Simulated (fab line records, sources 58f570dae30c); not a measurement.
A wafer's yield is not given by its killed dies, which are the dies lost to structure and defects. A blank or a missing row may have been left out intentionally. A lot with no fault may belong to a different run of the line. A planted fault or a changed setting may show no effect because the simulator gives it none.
Split-lot experiment -- flow berkeley cmos170 -- on a route of 331 steps: 5 lots, 23 wafers read

== THE SPLIT ==
At UCB170_SILICIDE_SPUTTER_01 (material Ti, target thk 30 nm, time 25 s), the setting time s was moved away from the recipe's 25 s on 10 of the 23 wafers read, by -9.1% to +14.6%. For the rest of the wafers, this setting stayed at what the recipe calls for.

== FROM SPLIT TO READING: 1 step shown by the file between the two ==
- UCB170_SILICIDE_RS_MEAS_02: measures by four-point-probe

== THE READING ==
SILICIDE_TI_THK, in nm, at UCB170_SILICIDE_THK_MEAS_03 (measures by xrf). A value of 30.2 nm with a standard deviation of 0.58 nm is what fault-free wafers of this fab line usually give.

wafer,"tool, chamber at the split","time s as run, s",against the recipe,"SILICIDE_TI_THK, nm",against lot-mates on the recipe
L074.1,"pvd sputter-01, -",22.72,-9.1%,26.6,-2.9
L074.3,"pvd sputter-01, -",25,recipe,29.4,-
L074.4,"pvd sputter-01, -",25,recipe,29.7,-
L074.5,"pvd sputter-01, -",22.72,-9.1%,26.9,-2.6
L074.6,"pvd sputter-01, -",22.72,-9.1%,26.4,-3.1
L077.3,"pvd sputter-01, -",25,recipe,29.1,-
L077.5,"pvd sputter-01, -",25,recipe,29.7,-
L077.6,"pvd sputter-01, -",25,recipe,29.2,-
L079.1,"pvd sputter-02, -",25,recipe,31.0,-
L079.2,"pvd sputter-02, -",28.64,+14.6%,35.5,+4.6
L079.4,"pvd sputter-02, -",28.64,+14.6%,35.2,+4.3
L079.5,"pvd sputter-02, -",25,recipe,30.7,-
L079.6,"pvd sputter-02, -",25,recipe,31.0,-
L082.2,"pvd sputter-02, -",28.18,+12.7%,34.4,+3.9
L082.3,"pvd sputter-02, -",28.18,+12.7%,34.3,+3.8
L082.4,"pvd sputter-02, -",25,recipe,30.5,-
L082.5,"pvd sputter-02, -",25,recipe,30.3,-
L082.6,"pvd sputter-02, -",25,recipe,30.6,-
L083.1,"pvd sputter-01, -",27.38,+9.5%,32.4,+3.0
L083.2,"pvd sputter-01, -",27.38,+9.5%,32.4,+3.0
L083.3,"pvd sputter-01, -",25,recipe,29.6,-
L083.4,"pvd sputter-01, -",25,recipe,29.2,-
L083.5,"pvd sputter-01, -",27.38,+9.5%,32.3,+2.9

FIT RESULTS
A straight line over all 23 wafers: SILICIDE_TI_THK changes by +0.341 nm for each +1% of time s; r = +0.97; the points scatter about the line by 0.64 nm.
The same after taking each lot's own level away (the mean of its wafers on the recipe; 23 wafers): +0.311 nm for each +1%; r = +1.00; scatter 0.18 nm.
Per that fit: largest time s move, reading shift of 4.5 nm.
The lots' own levels span 29.33 to 30.90 nm, that is 2.7 times the standard deviation above.
The two slopes agree, so the slope changes little with the lot-to-lot level.
Check: +4.48 nm against its lot-mates is what the line predicts for one of the wafers moved furthest among these (+14.6%) when that wafer is left out of the fit. Against them it came out at +4.6 nm.

== OTHER SPLITS ON THESE WAFERS ==
Before the reading, these wafers also passed through other splits. Each is held against what the fit with the lots' levels taken away leaves over:
other split on the same wafers,wafers away from the commonest value,r with SILICIDE_TI_THK (lot level and that fit taken away)
UCB170_NLDD_EXPOSE_03 dose mj,8,+0.25
UCB170_PSD_COAT_01 resist thk nm,7,-0.08
UCB170_PSD_EXPOSE_03 dose mj,8,-0.01

== THE WHOLE CHAIN: every reading that the file lists as answering this split, in the file's order ==
step,what it does,reading,change (the file's fit),r (the file's)
UCB170_SILICIDE_SPUTTER_01,"material Ti, target thk 30 nm, time 25 s","Ti_of_SILICIDE_SPUTTER_01.thk nm (the simulator's own value, which no gauge read)",+0.304 nm for each +1% of the setting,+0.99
UCB170_SILICIDE_RS_MEAS_02,measures by four-point-probe,SILICIDE_TI_RS,-0.278 for each +1% of the setting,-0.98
UCB170_SILICIDE_THK_MEAS_03,measures by xrf,SILICIDE_TI_THK,+0.308 for each +1% of the setting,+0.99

== THE FILE'S OWN FIT ==
SILICIDE_TI_THK changes by +0.308 nm for each +1% of time s, r = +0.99.
